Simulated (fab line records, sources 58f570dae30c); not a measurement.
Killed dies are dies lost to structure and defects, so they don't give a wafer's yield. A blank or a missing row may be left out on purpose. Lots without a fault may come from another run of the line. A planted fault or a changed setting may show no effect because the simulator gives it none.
Tool commonality check | flow berkeley_cmos170 | 14 lots, 42 wafers sampled

WHY IT WAS OPENED
At UCB170_V2_THK_MEAS_01 the reading V2_TEOS_THK is flagged on 2 of 14 lots. Wafers without a fault read 1994 nm, standard deviation 24.
Rule: a lot is flagged when every wafer of it that has a number lies more than 4 standard deviations from that mean, or none has a number. The other lots count as sound.

lot  | measured     | on            | V2_TEOS_THK (nm), wafer by wafer | flag
L288 | day 7 01:51  | film_metro-04 | 1975 2027 1981                   |
L289 | day 7 04:44  | film_metro-04 | 1976 2006 1989                   |
L292 | day 8 01:47  | film_metro-04 | 1968 2006 1987                   |
L290 | day 8 02:22  | film_metro-01 | 1990 1953 1986                   |
L296 | day 8 06:50  | film_metro-01 | 1970 1990 2014                   |
L298 | day 9 08:20  | film_metro-01 | 1972 2019 1971                   |
L299 | day 9 09:20  | film_metro-04 | 1243 1217 1263                   | FLAGGED
L301 | day 9 23:17  | film_metro-02 | 1240 1229 1242                   | FLAGGED
L302 | day 10 09:11 | film_metro-02 | 1989 2015 2025                   |
L305 | day 10 11:14 | film_metro-04 | 1978 1969 2018                   |
L304 | day 10 13:57 | film_metro-02 | 1974 2010 2028                   |
L307 | day 11 03:40 | film_metro-04 | 1969 1999 2010                   |
L306 | day 11 12:47 | film_metro-01 | 1966 1978 2005                   |
L308 | day 11 13:04 | film_metro-02 | 1995 1983 1982                   |
The numbers of the flagged lots are 1239 nm on average: -755 nm against the usual, or -31 standard deviations.

WHICH TOOL RAN EACH LOT
The record holds 1 process step before the reading, out of a route of 331 steps. In each cell: the tool, then ch and the chambers that the sampled wafers went through, then the start.
lot  | flag    | UCB170_V2_CVD_00
L288 |         | pecvd-02 ch 0,1,2, day 7 01:41
L289 |         | pecvd-01 ch 0,1,2, day 7 04:34
L292 |         | pecvd-02 ch 0,1,2, day 8 01:38
L290 |         | pecvd-03 ch 0,1,2, day 8 02:13
L296 |         | pecvd-01 ch 0,1,2, day 8 06:41
L298 |         | pecvd-01 ch 0,1, day 9 08:11
L299 | FLAGGED | pecvd-02 ch 0,1,2, day 9 09:11
L301 | FLAGGED | pecvd-02 ch 0,2, day 9 23:08
L302 |         | pecvd-03 ch 0,1,2, day 10 09:01
L305 |         | pecvd-01 ch 0,1,2, day 10 11:04
L304 |         | pecvd-03 ch 0,2, day 10 13:47
L307 |         | pecvd-01 ch 0,2, day 11 03:29
L306 |         | pecvd-01 ch 1,2, day 11 12:38
L308 |         | pecvd-01 ch 0,1,2, day 11 12:54
What these steps do:
- UCB170_V2_CVD_00: deposits SiO2 from TEOS/O2, target thk 2000 nm, time 250 s.
- UCB170_V2_THK_MEAS_01

FLAGGED OVER TOTAL, TOOL BY TOOL (the gauges that took the reading come last)
step                  | tool          | lots run | flagged | share of the flagged lots | sound lots run after its first flagged lot
UCB170_V2_CVD_00      | pecvd-01      | 7        | 0       | none                      | -
UCB170_V2_CVD_00      | pecvd-02      | 4        | 2       | all                       | 0
UCB170_V2_CVD_00      | pecvd-03      | 3        | 0       | none                      | -
UCB170_V2_THK_MEAS_01 | film_metro-01 | 4        | 0       | none                      | -
UCB170_V2_THK_MEAS_01 | film_metro-02 | 4        | 1       | some                      | 3 (L302,L304,L308)
UCB170_V2_THK_MEAS_01 | film_metro-04 | 6        | 1       | some                      | 2 (L305,L307)

WHAT THE TABLE ALLOWS
1 row of the table ran every flagged lot: pecvd-02 at UCB170_V2_CVD_00.
- pecvd-02 at UCB170_V2_CVD_00: 2 of its 4 lots flagged. Its last sound lot is L292 (day 8 01:38), its first flagged lot L299 (day 9 09:11): a fault that began between those two fits. Its own readings lie more than 4 standard deviations out on every wafer of the flagged lots: run_length_s.
One tool is left: pecvd-02 at UCB170_V2_CVD_00.

WHAT THE SIMULATOR HAD PUT IN
Process parameter drift: pecvd-02, from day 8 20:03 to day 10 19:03, at UCB170_V2_CVD_00. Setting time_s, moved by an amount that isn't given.
Lots struck among those shown: L299, L301. The rule above found the same.
